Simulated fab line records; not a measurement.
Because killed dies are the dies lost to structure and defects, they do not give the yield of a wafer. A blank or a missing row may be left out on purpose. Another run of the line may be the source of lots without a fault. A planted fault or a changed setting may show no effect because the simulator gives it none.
Matching of chambers -- flow rit-cmos -- RIT_ACTIVE_ETCH_13 on rie-diel-02: 3 sister chambers
The step etches Si3N4 in SF6, stops on SiO2, time 210 s, target depth 210 nm. 3 wafers are shown with their chamber, then 6 later ones without.

== WAFERS WITH THEIR CHAMBER ==
wafer,chamber,throttle-valve-pct (%)
L725.5,0,7.32
L732.3,3,7.58
L732.4,1,7.49

== WAFERS WITHOUT THEIR CHAMBER ==
wafer,throttle-valve-pct (%)
L732.6,7.32
L736.1,7.50
L736.2,7.59
L738.2,7.33
L738.3,7.58
L738.5,7.35

== CHAMBER TAKEN BY EACH ==
wafer,from the rows above,in truth
L732.6,0,0
L736.1,1,1
L736.2,3,3
L738.2,0,0
L738.3,3,3
L738.5,0,0
Placed correctly: 6 of 6. Can't be placed from these rows: 0. 0 placed wrongly.
How it was worked out, from the rows above alone: a wafer's distance from a chamber is the root of the sum, over the readings, of the square of ((its reading less the chamber's mean) divided by the reading's scatter). The wafer belongs to the nearest chamber; if the next one is less than 2 further off, it can't be placed. Each chamber's mean is taken over the wafers shown for it. The scatter: root of mean squared gap, hidden wafer to nearest shown wafer, with one shown wafer a chamber.
